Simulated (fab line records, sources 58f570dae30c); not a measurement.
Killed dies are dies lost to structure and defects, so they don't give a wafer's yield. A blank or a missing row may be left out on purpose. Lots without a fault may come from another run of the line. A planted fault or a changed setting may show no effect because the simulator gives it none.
Which tool did it? | flow berkeley_cmos170 | 6 lots, 18 wafers sampled, at 2 steps of a route of 331

WHAT THE GAUGES READ, wafer by wafer
UCB170_ACTIVE_CD_MEAS_13: target cd 1200 nm.
lot  | measured    | on        | cd_nm (nm)
L567 | day 5 03:49 | cd_sem-01 | 1204.9 1201.8 1202.2
L571 | day 5 15:35 | cd_sem-01 | 1201.1 1201.0 1200.4
L574 | day 6 15:26 | cd_sem-01 | 1200.2 1201.3 1199.5
L573 | day 6 15:56 | cd_sem-01 | 1203.1 1201.7 1202.9
L577 | day 7 12:08 | cd_sem-01 | 1379.2 1379.7 1379.8
L587 | day 9 08:33 | cd_sem-01 | 1201.7 1201.0 1201.0

WHICH TOOL RAN EACH LOT (tool, then ch and the chambers of the sampled wafers, then the start)
lot  | UCB170_ACTIVE_EXPOSE_10
L567 | krf_scanner-02 ch 0, day 5 03:25
L571 | krf_scanner-02 ch 0, day 5 15:12
L574 | krf_scanner-02 ch 0, day 6 14:43
L573 | krf_scanner-02 ch 0, day 6 15:19
L577 | krf_scanner-02 ch 0, day 7 11:32
L587 | krf_scanner-02 ch 0, day 9 08:10
- UCB170_ACTIVE_EXPOSE_10: exposes mask ACTIVE, target cd 1200 nm.

THE ANSWER, worked out from the rows above alone
Rule: what is usual is taken from the lots themselves. Put in order of their means at a reading, lots are off if they are a third of the lots or fewer, leave a main group of 4 or more, and stand apart from it by a gap of 3 or more times the standard deviation of the main group's means; of several such gaps the widest counts. A main group whose means are all the same, to the digits that the tables above print for the reading, isn't used. A lot without any number at a reading at which 4 lots or more have one is off too. The other lots that the step has rows for count as sound.
Off: L577, at UCB170_ACTIVE_CD_MEAS_13 (cd_nm). The main group: mean 1201.6 nm, standard deviation 1.
A tool fits if, at a process step before that reading, it ran every lot that is off, and no sound lot after the first of them. The gauges at UCB170_ACTIVE_CD_MEAS_13 are tried like those tools. None of those tried fits.

WHAT THE SIMULATOR HAD PUT IN
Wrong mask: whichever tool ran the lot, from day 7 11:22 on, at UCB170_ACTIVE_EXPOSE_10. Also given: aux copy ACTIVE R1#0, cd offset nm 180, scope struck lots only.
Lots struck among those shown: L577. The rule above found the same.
